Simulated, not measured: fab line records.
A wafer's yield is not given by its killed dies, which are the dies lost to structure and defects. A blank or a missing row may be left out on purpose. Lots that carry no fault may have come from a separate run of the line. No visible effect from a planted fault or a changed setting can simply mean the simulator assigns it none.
What tool caused it?    flow berkeley_cmos170    Sampling: 15 lots, 45 wafers, 3 of 331 route steps

WHAT THE GAUGES READ, wafer by wafer
UCB170_SCREENOX_THK_MEAS_02. Usual: SCREENOX_OXIDE_THK typically reads 14.40 nm, with standard deviation 0.25.
lot   measured     on             SCREENOX_OXIDE_THK (nm)  flag
L254  day 5 12:10  film_metro-02  14.88 14.82 14.68        
L255  day 5 12:10  film_metro-04  14.76 14.48 14.53        
L256  day 5 22:04  film_metro-04  14.32 14.28 14.20        
L260  day 7 01:52  film_metro-02  14.49 14.52 14.44        
L261  day 7 01:56  film_metro-02  14.51 14.53 14.82        
L263  day 7 13:19  film_metro-02  14.22 14.39 14.13        
L262  day 7 13:20  film_metro-01  14.30 14.40 14.31        
L265  day 7 23:29  film_metro-01  14.71 14.68 14.81        
L266  day 7 23:29  film_metro-04  14.25 14.52 14.61        
L267  day 8 08:07  film_metro-01  14.22 13.88 14.12        
L269  day 8 19:19  film_metro-01  14.45 14.50 14.37        
L270  day 8 19:19  film_metro-02  13.93 13.99 14.10        
L274  day 9 15:54  film_metro-04  14.07 14.07 14.00        
L273  day 9 15:55  film_metro-02  14.56 14.19 14.36        
L277  day 9 18:48  film_metro-04  14.39 14.26 13.95        

UCB170_PVT_TW_MEAS_09. Usual: PVT_TW typically reads 509, with standard deviation 4.5.
lot   measured      on             PVT_TW       flag
L254  day 5 21:55   film_metro-03  507 510 509  
L255  day 5 21:51   film_metro-04  507 508 507  
L256  day 6 03:41   film_metro-03  504 507 509  
L260  day 7 13:35   film_metro-01  515 515 516  
L261  day 7 13:11   film_metro-04  510 505 508  
L263  day 7 20:10   film_metro-04  505 506 505  
L262  day 7 20:10   film_metro-01  514 513 513  
L265  day 8 07:46   film_metro-01  516 518 517  
L266  day 8 07:32   film_metro-01  516 519 519  
L267  day 8 16:40   film_metro-04  506 507 504  
L269  day 9 01:08   film_metro-04  506 506 505  
L270  day 9 01:29   film_metro-04  31 31 31     OFF
L274  day 10 01:45  film_metro-03  31 31 31     OFF
L273  day 10 01:29  film_metro-04  31 31 30     OFF
L277  day 10 03:49  film_metro-04  503 504 505  

WHICH TOOL RAN EACH LOT (tool, then ch and the chambers of the sampled wafers, then the start)
lot   UCB170_PVT_DEVELOP_05
L254  litho_track-01 ch 0, day 5 21:00
L255  litho_track-03 ch 0, day 5 21:00
L256  litho_track-02 ch 0, day 6 03:00
L260  litho_track-01 ch 0, day 7 13:00
L261  litho_track-03 ch 0, day 7 12:00
L263  litho_track-03 ch 0, day 7 19:00
L262  litho_track-02 ch 0, day 7 19:00
L265  litho_track-01 ch 0, day 8 07:00
L266  litho_track-03 ch 0, day 8 07:00
L267  litho_track-01 ch 0, day 8 16:00
L269  litho_track-02 ch 0, day 9 00:00
L270  litho_track-01 ch 0, day 9 01:00
L274  litho_track-01 ch 0, day 10 01:00
L273  litho_track-01 ch 0, day 10 01:00
L277  litho_track-03 ch 0, day 10 03:00
- UCB170_PVT_DEVELOP_05: develop time 45 s.

AS READ BY THE TOOLS THEMSELVES (means over the sampled wafers that have a number; for cases with no such wafer, the mark the record gives instead)
The record holds no such reading with a usual standard deviation.

THE ANSWER, worked out from the rows above alone
Rule: take the mean of a lot's wafers that have a number; if it is more than 3 standard deviations from the usual mean, the lot is off. Also off: a lot with no number at a reading for which 4 or more lots have one. The other lots that the step has rows for count as sound. After the gauges, taken in route order, come the tools' own readings; for these a lot's mean is taken, as printed above. The first step at which some lot is off is used, and at that step the reading that is off furthest; a lot without a number counts as furthest.
Off: L270, L274, L273, seen at UCB170_PVT_TW_MEAS_09 (PVT_TW).
A tool fits if, at a process step before that reading, it ran every lot that is off, and no sound lot after the first of them. The gauges at UCB170_PVT_TW_MEAS_09 are tried like those tools. One fits: UCB170_PVT_DEVELOP_05 on litho_track-01. A fault onset in the window from L267 (day 8 16:00, its last sound lot) to L270 (day 9 01:00, its first lot off) fits.

WHAT HAD BEEN PUT IN BY THE SIMULATOR
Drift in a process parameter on litho_track-01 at UCB170_PVT_DEVELOP_05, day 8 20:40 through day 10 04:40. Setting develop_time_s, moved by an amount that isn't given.
Lots struck among those shown: L270, L274, L273. Same finding as the rule above.
